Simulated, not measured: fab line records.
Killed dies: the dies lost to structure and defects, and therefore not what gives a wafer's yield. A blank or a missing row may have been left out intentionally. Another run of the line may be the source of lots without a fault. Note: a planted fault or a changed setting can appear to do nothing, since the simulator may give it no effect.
2 desks looking at one fault / flow berkeley cmos170 / each desk holds nothing but its own numbers, with what lay behind them at the end

## THE TOOL OWNER'S DESK: krf scanner-01
The tool's own readings at UCB170_ZERO_EXPOSE_03 (exposes mask PM MARKS, target cd 4000 nm): means of the sampled wafers that have a number, for each lot that ran on this tool. A lot is out of limits, marked OUT, if its mean lies more than 4 standard deviations from the usual mean; the brackets give that distance.
Columns: A = exposure dose mJ cm2 at UCB170_ZERO_EXPOSE_03, usual 29.997; B = focus offset nm at UCB170_ZERO_EXPOSE_03, usual 0.1 nm
lot=L911; first seen here=day 1 19:16; A=29.995; B=-0.1
lot=L913; first seen here=day 2 08:09; A=29.995; B=-0.3
lot=L925; first seen here=day 4 17:23; A=30.051; B=0.5
lot=L927; first seen here=day 5 02:23; A=29.975; B=-0.3
lot=L933; first seen here=day 6 08:59; A=30.019; B=0.5
lot=L932; first seen here=day 6 09:03; A=30.010; B=0.7
lot=L934; first seen here=day 6 18:42; A=30.038; B=-0.5
Result from this desk: across the 7 lots, nothing is out of limits.

## AT THE METROLOGY DESK
What the gauges read for every lot (on any tool): the sampled wafers with a number, averaged. A lot is out of limits, marked OUT, if its mean lies more than 4 standard deviations from the usual mean; the brackets give that distance.
Columns: A = ACTIVE_OVL at UCB170_ACTIVE_OVL_MEAS_14, usual -4 nm
lot=L911; first seen here=day 5 01:56; A=-5
lot=L912; first seen here=day 5 08:32; A=-4
lot=L913; first seen here=day 5 08:49; A=-4
lot=L926; first seen here=day 7 23:29; A=0
lot=L925; first seen here=day 7 23:46; A=-6
lot=L927; first seen here=day 7 23:53; A=-2
lot=L928; first seen here=day 9 02:31; A=-7
lot=L929; first seen here=day 9 02:38; A=-3
lot=L930; first seen here=day 9 13:59; A=-4
lot=L932; first seen here=day 10 03:44; A=-11
lot=L934; first seen here=day 10 03:51; A=-7
lot=L933; first seen here=day 10 04:02; A=-5
Result from this desk: across the 12 lots, nothing is out of limits.

## TAKEN TOGETHER
Nothing out of limits was seen by the tool owner's desk.
At the metrology desk, nothing out of limits was observed.

## WHAT WAS PUT IN BY THE SIMULATOR
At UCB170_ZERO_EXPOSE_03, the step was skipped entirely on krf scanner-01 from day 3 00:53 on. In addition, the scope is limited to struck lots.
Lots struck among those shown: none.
